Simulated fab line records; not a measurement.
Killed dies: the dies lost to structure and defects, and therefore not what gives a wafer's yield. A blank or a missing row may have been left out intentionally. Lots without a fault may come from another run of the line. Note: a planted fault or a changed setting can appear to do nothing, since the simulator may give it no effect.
Which of the tools did it? | flow ritCmos | 14 lots with 42 wafers sampled at 2 steps, on a route of 202 steps

WHAT THE GAUGES SHOWED, per wafer
RIT_M1_CD_MEAS_90: the cd target is 2600 nm. Usual: cdNm 2599.6 nm, standard deviation 2.2.
lot  | measured    | on       | cdNm (nm)                                 | flag
L313 | day 4 00:42 | cdSem-01 | 2601.4 2599.0 2600.5                      | 
L314 | day 4 06:43 | cdSem-02 | 2600.4 2601.0 2599.1                      | 
L316 | day 4 12:50 | cdSem-01 | 2600.4 2599.7 2597.8                      | 
L317 | day 4 15:25 | cdSem-01 | 2599.7 2600.5 2598.8                      | 
L318 | day 4 23:20 | cdSem-02 | 2600.1 2603.5 2602.2                      | 
L321 | day 5 04:43 | cdSem-01 | 2599.2 2598.0 2598.6                      | 
L322 | day 5 11:42 | cdSem-02 | 2589.7 2594.5 2587.1 2589.4 2594.5 2586.9 | OFF
L325 | day 5 23:39 | cdSem-01 | 2587.6 2600.0 2588.6 2587.4 2600.3 2589.5 | OFF
L326 | day 6 01:55 | cdSem-02 | 2598.4 2599.4 2601.0                      | 
L327 | day 6 07:04 | cdSem-01 | 2601.3 2602.7 2601.1                      | 
L329 | day 6 17:04 | cdSem-02 | 2595.5 2598.2 2599.4                      | 
L331 | day 7 02:58 | cdSem-02 | 2602.1 2598.0 2599.3                      | 
L333 | day 7 14:43 | cdSem-02 | 2596.8 2595.8 2597.5                      | 
L334 | day 7 21:37 | cdSem-02 | 2600.0 2599.2 2599.2                      | 

EACH LOT AND THE TOOL THAT RAN IT (in order: tool; ch and the chambers of the sampled wafers; start)
lot  | RIT_M1_METAL_ETCH_12
L313 | rieMetal-04 ch 0,1, day 4 00:12
L314 | rieMetal-02 ch 0,1, day 4 06:11
L316 | rieMetal-04 ch 0,1, day 4 12:19
L317 | rieMetal-02 ch 0,1, day 4 14:54
L318 | rieMetal-01 ch 0,1, day 4 22:40
L321 | rieMetal-02 ch 0,1, day 5 04:13
L322 | rieMetal-04 ch 0,1, day 5 11:11
L325 | rieMetal-04 ch 0,1, day 5 23:06
L326 | rieMetal-02 ch 0, day 6 01:25
L327 | rieMetal-01 ch 0,1, day 6 06:30
L329 | rieMetal-01 ch 0,1, day 6 16:32
L331 | rieMetal-01 ch 0,1, day 7 02:28
L333 | rieMetal-02 ch 0,1, day 7 14:10
L334 | rieMetal-01 ch 0,1, day 7 21:05
- RIT_M1_METAL_ETCH_12: etches Al in Cl2/BCl3, stops on SiO2, time 165 s, target depth 600 nm.

AS READ BY THE TOOLS THEMSELVES (means over the sampled wafers that have a number; for cases with no such wafer, the mark the record gives instead)
RIT_M1_METAL_ETCH_12. Usual: chamberPressureMTorr 100.00 mTorr, standard deviation 0.093; drypumpMotorCurrentA 5.6 A, standard deviation 0.49; oesProductAu 0.768 a.u., standard deviation 0.012; throttleValvePct 8.22 %, standard deviation 0.12.
lot  | tool        | chamberPressureMTorr (mTorr) | drypumpMotorCurrentA (A) | oesProductAu (a.u.) | throttleValvePct (%) | flag
L313 | rieMetal-04 | 99.95                        | 5.3                      | 0.766               | 8.13                 | 
L314 | rieMetal-02 | 99.97                        | 5.9                      | 0.769               | 8.29                 | 
L316 | rieMetal-04 | 100.03                       | 5.2                      | 0.772               | 8.13                 | 
L317 | rieMetal-02 | 100.11                       | 5.9                      | 0.769               | 8.30                 | 
L318 | rieMetal-01 | 99.93                        | 5.7                      | 0.760               | 8.25                 | 
L321 | rieMetal-02 | 99.98                        | 6.1                      | 0.769               | 8.38                 | 
L322 | rieMetal-04 | 99.98                        | 5.3                      | 0.692               | 8.15                 | OFF
L325 | rieMetal-04 | 99.97                        | 5.3                      | 0.697               | 8.15                 | OFF
L326 | rieMetal-02 | 99.94                        | 5.6                      | 0.765               | 8.23                 | 
L327 | rieMetal-01 | 99.94                        | 5.7                      | 0.762               | 8.25                 | 
L329 | rieMetal-01 | 99.98                        | 5.7                      | 0.767               | 8.25                 | 
L331 | rieMetal-01 | 100.04                       | 5.7                      | 0.755               | 8.24                 | 
L333 | rieMetal-02 | 100.05                       | 5.9                      | 0.777               | 8.29                 | 
L334 | rieMetal-01 | 100.00                       | 5.7                      | 0.757               | 8.26                 | 

THE ANSWER, worked out from the rows above alone
Rule: lot off if the mean of its wafers having a number is beyond 3 standard deviations from the usual mean. A lot without any number at a reading at which 4 lots or more have one is off too. All remaining lots with rows at the step are treated as sound. After the gauges, taken in route order, come the tools' own readings; for these a lot's mean is taken, as printed above. The first step at which some lot is off is used, and at that step the reading that is off furthest; a lot without a number counts as furthest.
Off: L322, L325 (RIT_M1_CD_MEAS_90, cdNm).
If a tool, at a process step before that reading, ran all the lots that are off and no sound lot after the first of them, it fits. Not tried: the gauges at RIT_M1_CD_MEAS_90; whatever is off there is also off at RIT_M1_METAL_ETCH_12, on other tools, and gauge error can't account for it. One fits: RIT_M1_METAL_ETCH_12 on rieMetal-04. Its last sound lot is L316 (day 4 12:19), its first lot that is off L322 (day 5 11:11): a fault that began between those two fits.
On the lots that are off, the tool's own readings at RIT_M1_METAL_ETCH_12 differ by more than 5 times the standard deviation of the sound lots' means, which bears it out; oesProductAu reads 0.694 a.u. there versus 0.766 a.u. on the sound lots.

WHAT THE SIMULATOR PUT IN
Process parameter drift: rieMetal-04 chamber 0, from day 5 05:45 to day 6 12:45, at RIT_M1_METAL_ETCH_12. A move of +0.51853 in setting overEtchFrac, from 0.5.
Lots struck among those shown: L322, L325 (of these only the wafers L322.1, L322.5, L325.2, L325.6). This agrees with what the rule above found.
